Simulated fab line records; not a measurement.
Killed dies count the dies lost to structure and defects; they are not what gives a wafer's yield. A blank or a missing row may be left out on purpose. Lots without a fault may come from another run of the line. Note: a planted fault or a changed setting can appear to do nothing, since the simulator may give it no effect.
Matching of chambers    flow berkeley_cmos170    3 sister chambers for UCB170_V2_CVD_00 on pecvd-04
The step deposits SiO2 from TEOS/O2, target thk 2000 nm, time 250 s. 3 wafers are shown with their chamber, then 8 later ones without.

== EACH WAFER AND ITS CHAMBER ==
wafer   chamber  heater_power_w (W)
L499.1  2        320
L502.6  1        142
L507.2  0        236

== WAFERS WITHOUT THEIR CHAMBER ==
wafer   heater_power_w (W)
L507.3  283
L507.4  300
L512.1  300
L512.2  161
L512.5  205
L514.3  263
L514.5  145
L514.6  205

== WHICH CHAMBER EACH ONE RAN IN ==
wafer   from the rows above      in truth
L507.3  can't be placed: 2 or 0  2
L507.4  can't be placed: 2 or 0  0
L512.1  can't be placed: 2 or 0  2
L512.2  1                        1
L512.5  can't be placed: 0 or 1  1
L514.3  can't be placed: 0 or 2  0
L514.5  1                        1
L514.6  can't be placed: 0 or 1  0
2 of 8 placed correctly. Not placeable from these rows: 6 (in 6, the candidates include the true chamber). Wrongly placed: 0.
How it was worked out, from the rows above alone: a wafer's distance from a chamber is the root of the sum, over the readings, of the square of ((its reading less the chamber's mean) divided by the reading's scatter). The wafer belongs to the nearest chamber; if the next one is less than 2 further off, it can't be placed. Each chamber's mean is taken over the wafers shown for it. The scatter: with one shown wafer a chamber, the root of the mean of the squares of how far each hidden wafer lies from its nearest shown one.
